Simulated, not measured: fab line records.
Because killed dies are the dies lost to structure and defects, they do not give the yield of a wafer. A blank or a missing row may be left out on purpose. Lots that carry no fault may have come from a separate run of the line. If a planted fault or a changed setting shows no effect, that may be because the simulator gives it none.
Which of the tools did it? | flow berkeley cmos170 | Sampling: 14 lots, 42 wafers, 5 of 331 route steps

WHAT EACH GAUGE READ, for each wafer
UCB170_NVT_TW_MEAS_09. Usual: for NVT_TW the level is 526 and the standard deviation is 5.6.
lot  | measured     | on            | NVT_TW      | flag
L995 | day 6 01:06  | film metro-02 | 525 526 528 |
L997 | day 6 19:13  | film metro-02 | 527 527 528 |
L998 | day 6 19:20  | film metro-02 | 529 528 528 |
L999 | day 7 01:52  | film metro-01 | 528 533 529 |
L100 | day 7 02:26  | film metro-01 | 527 528 526 |
L103 | day 7 21:25  | film metro-01 | 530 532 531 |
L101 | day 7 21:51  | film metro-01 | 528 531 532 |
L105 | day 8 04:11  | film metro-02 | 489 488 490 | OFF
L106 | day 8 04:29  | film metro-01 | 532 533 526 |
L107 | day 8 04:44  | film metro-02 | 488 488 488 | OFF
L108 | day 9 02:24  | film metro-01 | 528 526 528 |
L112 | day 9 13:52  | film metro-01 | 525 525 527 |
L118 | day 10 13:53 | film metro-03 | 513 516 514 |
L117 | day 10 14:06 | film metro-02 | 530 529 534 |

UCB170_PLDD_TW_MEAS_11. Usual: for PLDD_TW the level is 1007 and the standard deviation is 12.
lot  | measured     | on            | PLDD_TW        | flag
L995 | day 6 17:16  | film metro-01 | 1010 1008 1016 |
L997 | day 7 17:06  | film metro-01 | 1013 1021 1018 |
L998 | day 7 16:57  | film metro-03 | 995 997 1001   |
L999 | day 7 21:01  | film metro-04 | 995 1001 1000  |
L100 | day 7 21:26  | film metro-04 | 996 1003 1005  |
L103 | day 8 18:57  | film metro-01 | 1021 1016 1025 |
L101 | day 8 20:19  | film metro-03 | 993 1000 997   |
L105 | day 9 00:05  | film metro-03 | 996 993 989    |
L106 | day 9 00:32  | film metro-01 | 1016 1015 1012 |
L107 | day 9 00:47  | film metro-04 | 1007 999 997   |
L108 | day 10 01:00 | film metro-01 | 1026 1020 1029 |
L112 | day 10 07:13 | film metro-01 | 1022 1027 1021 |
L118 | day 11 12:46 | film metro-01 | 1020 1021 1020 |
L117 | day 11 12:40 | film metro-03 | 995 996 996    |

UCB170_M1_THK_MEAS_02: measures by xrf. Usual: for M1_AL_THK the level is 602 nm and the standard deviation is 7.5.
lot  | measured     | on            | M1_AL_THK (nm) | flag
L995 | day 7 12:39  | film metro-03 | 601 596 605    |
L997 | day 8 11:38  | film metro-03 | 599 603 603    |
L998 | day 8 11:25  | film metro-04 | 619 613 614    |
L999 | day 8 18:40  | film metro-04 | 611 609 617    |
L100 | day 8 19:08  | film metro-03 | 599 607 601    |
L103 | day 9 14:47  | film metro-01 | 596 597 610    |
L101 | day 9 16:02  | film metro-01 | 603 611 603    |
L105 | day 9 17:21  | film metro-04 | 590 600 600    |
L106 | day 9 22:35  | film metro-03 | 598 594 607    |
L107 | day 9 22:40  | film metro-01 | 603 587 595    |
L108 | day 10 22:23 | film metro-03 | 602 597 609    |
L112 | day 11 05:08 | film metro-04 | 606 609 611    |
L118 | day 12 10:50 | film metro-03 | 597 606 604    |
L117 | day 12 06:49 | film metro-04 | 603 609 604    |

WHAT TOOL EACH LOT RAN ON (gives the tool, then ch and the chambers of the sampled wafers, and finally the start)
lot  | UCB170_NVT_IMPLANT_07           | UCB170_CONTACT_STRIP_19
L995 | implanter-02 ch 0, day 6 00:51  | plasma asher-01 ch 0,1, day 7 12:04
L997 | implanter-03 ch 0, day 6 18:59  | plasma asher-04 ch 0,1, day 8 11:02
L998 | implanter-02 ch 0, day 6 19:07  | plasma asher-01 ch 0,1, day 8 10:50
L999 | implanter-03 ch 0, day 7 01:37  | plasma asher-01 ch 0,1, day 8 18:07
L100 | implanter-02 ch 0, day 7 02:11  | plasma asher-01 ch 0,1, day 8 18:34
L103 | implanter-04 ch 0, day 7 21:13  | plasma asher-04 ch 0,1, day 9 14:12
L101 | implanter-04 ch 0, day 7 21:36  | plasma asher-01 ch 0, day 9 15:28
L105 | implanter-02 ch 0, day 8 03:56  | plasma asher-03 ch 0,1, day 9 16:46
L106 | implanter-03 ch 0, day 8 04:16  | plasma asher-03 ch 0,1, day 9 18:35
L107 | implanter-02 ch 0, day 8 04:32  | plasma asher-01 ch 0,1, day 9 18:42
L108 | implanter-03 ch 0, day 9 02:10  | plasma asher-01 ch 0,1, day 10 21:48
L112 | implanter-03 ch 0, day 9 13:38  | plasma asher-01 ch 0,1, day 11 04:34
L118 | implanter-04 ch 0, day 10 13:41 | plasma asher-04 ch 0,1, day 12 10:08
L117 | implanter-03 ch 0, day 10 13:51 | plasma asher-04 ch 0, day 12 06:13
- UCB170_NVT_IMPLANT_07
- UCB170_CONTACT_STRIP_19: strips in O2.

AS READ BY THE TOOLS THEMSELVES (means over the sampled wafers that have a number; for cases with no such wafer, the mark the record gives instead)
UCB170_NVT_IMPLANT_07. Usual: beam on s 10.00 s, standard deviation 0.19; dose ions cm2 3e+12, standard deviation 3.1e+09; faraday current uA 9.52, standard deviation 0.18.
lot  | tool         | beam on s (s) | dose ions cm2 | faraday current uA | flag
L995 | implanter-02 | 9.88          | 3e+12         | 9.63               |
L997 | implanter-03 | 10.03         | 3e+12         | 9.48               |
L998 | implanter-02 | 9.91          | 3e+12         | 9.59               |
L999 | implanter-03 | 9.97          | 3e+12         | 9.55               |
L100 | implanter-02 | 9.83          | 3e+12         | 9.69               |
L103 | implanter-04 | 9.85          | 3e+12         | 9.66               |
L101 | implanter-04 | 10.10         | 3e+12         | 9.42               |
L105 | implanter-02 | 10.03         | 2e+12         | 7.39               | OFF
L106 | implanter-03 | 9.95          | 3e+12         | 9.55               |
L107 | implanter-02 | 10.06         | 2e+12         | 7.40               | OFF
L108 | implanter-03 | 9.94          | 3e+12         | 9.58               |
L112 | implanter-03 | 9.87          | 3e+12         | 9.66               |
L118 | implanter-04 | 10.25         | 3e+12         | 9.28               |
L117 | implanter-03 | 9.90          | 3e+12         | 9.60               |

UCB170_CONTACT_STRIP_19. Usual: drypump motor current A 5.7 A, standard deviation 0.7; oes product au 0.725 a.u., standard deviation 0.0044.
lot  | tool            | drypump motor current A (A) | oes product au (a.u.) | flag
L995 | plasma asher-01 | 5.6                         | 0.726                 |
L997 | plasma asher-04 | 5.6                         | 0.728                 |
L998 | plasma asher-01 | 6.0                         | 0.726                 |
L999 | plasma asher-01 | 5.6                         | 0.725                 |
L100 | plasma asher-01 | 6.0                         | 0.722                 |
L103 | plasma asher-04 | 5.6                         | 0.725                 |
L101 | plasma asher-01 | 6.4                         | 0.724                 |
L105 | plasma asher-03 | 5.3                         | 0.723                 |
L106 | plasma asher-03 | 5.6                         | 0.725                 |
L107 | plasma asher-01 | 6.0                         | 0.726                 |
L108 | plasma asher-01 | 6.0                         | 0.727                 |
L112 | plasma asher-01 | 5.5                         | 0.728                 |
L118 | plasma asher-04 | 6.1                         | 0.725                 |
L117 | plasma asher-04 | 5.1                         | 0.723                 |

THE ANSWER, worked out from the rows above alone
Rule: lot off if the mean of its wafers having a number is beyond 3 standard deviations from the usual mean. A lot without any number at a reading at which 4 lots or more have one is off too. The other lots that the step has rows for count as sound. After the gauges, taken in route order, come the tools' own readings; for these a lot's mean is taken, as printed above. The first step at which some lot is off is used, and at that step the reading that is off furthest; a lot without a number counts as furthest.
Off: L105, L107, at UCB170_NVT_TW_MEAS_09 (NVT_TW).
A tool fits if, at a process step before that reading, it ran every lot that is off, and no sound lot after the first of them. Not tried: the gauges at UCB170_NVT_TW_MEAS_09; whatever is off there is also off at UCB170_NVT_IMPLANT_07, on other tools, and gauge error can't account for it. One candidate fits, namely implanter-02 at UCB170_NVT_IMPLANT_07. A fault onset in the window from L100 (day 7 02:11, its last sound lot) to L105 (day 8 03:56, its first lot off) fits.
The tool's own readings at UCB170_NVT_IMPLANT_07 bear it out: on the lots that are off they differ by more than 5 times the standard deviation of the sound lots' means. dose ions cm2 reads 2e+12 there against 3e+12 on the sound lots; faraday current uA reads 7.39 there against 9.56 on the sound lots.

WHAT THE SIMULATOR HAD PUT IN
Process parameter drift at UCB170_NVT_IMPLANT_07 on implanter-02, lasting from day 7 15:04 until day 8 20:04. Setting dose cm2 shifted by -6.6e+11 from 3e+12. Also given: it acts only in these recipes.
Struck lots among those shown: L105, L107. The rule given above showed the same thing.
